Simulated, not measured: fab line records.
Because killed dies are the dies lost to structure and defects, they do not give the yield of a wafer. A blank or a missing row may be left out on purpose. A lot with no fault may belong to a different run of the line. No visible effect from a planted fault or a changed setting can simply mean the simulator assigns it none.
Which tool is to blame? / flow berkeley cmos170 / 6 lots, 18 wafers sampled, at 1 step of a route of 331

WHAT THE GAUGES READ, wafer by wafer
UCB170_PSD_OVL_MEAS_07.
lot=L844; measured=day 7 11:46; on=overlay-01; PSD_OVL (nm)=-7 4 -10
lot=L847; measured=day 8 05:10; on=overlay-02; PSD_OVL (nm)=-1 8 8
lot=L850; measured=day 8 23:33; on=overlay-01; PSD_OVL (nm)=-6 -12 -11
lot=L851; measured=day 9 06:08; on=overlay-01; PSD_OVL (nm)=-5 3 0
lot=L853; measured=day 9 15:19; on=overlay-01; PSD_OVL (nm)=5 -5 7
lot=L857; measured=day 10 15:58; on=overlay-02; PSD_OVL (nm)=-2 1 -1

WHAT TOOL EACH LOT RAN ON (gives the tool, then ch and the chambers of the sampled wafers, and finally the start)
There is no process step in the record ahead of these readings.

THE ANSWER, worked out from the rows above alone
Rule: the lots themselves supply what counts as usual. Put in order of their means at a reading, lots are off if they are a third of the lots or fewer, leave a main group of 4 or more, and stand apart from it by a gap of 3 or more times the standard deviation of the main group's means; of several such gaps the widest counts. If all means in a main group match to the digits the tables above print for the reading, that group is not used. A lot without any number at a reading at which 4 lots or more have one is off too. All remaining lots with rows at the step are treated as sound.
No lot is off on any of the readings shown, so nothing can be concluded from this.

WHAT WAS PUT IN BY THE SIMULATOR
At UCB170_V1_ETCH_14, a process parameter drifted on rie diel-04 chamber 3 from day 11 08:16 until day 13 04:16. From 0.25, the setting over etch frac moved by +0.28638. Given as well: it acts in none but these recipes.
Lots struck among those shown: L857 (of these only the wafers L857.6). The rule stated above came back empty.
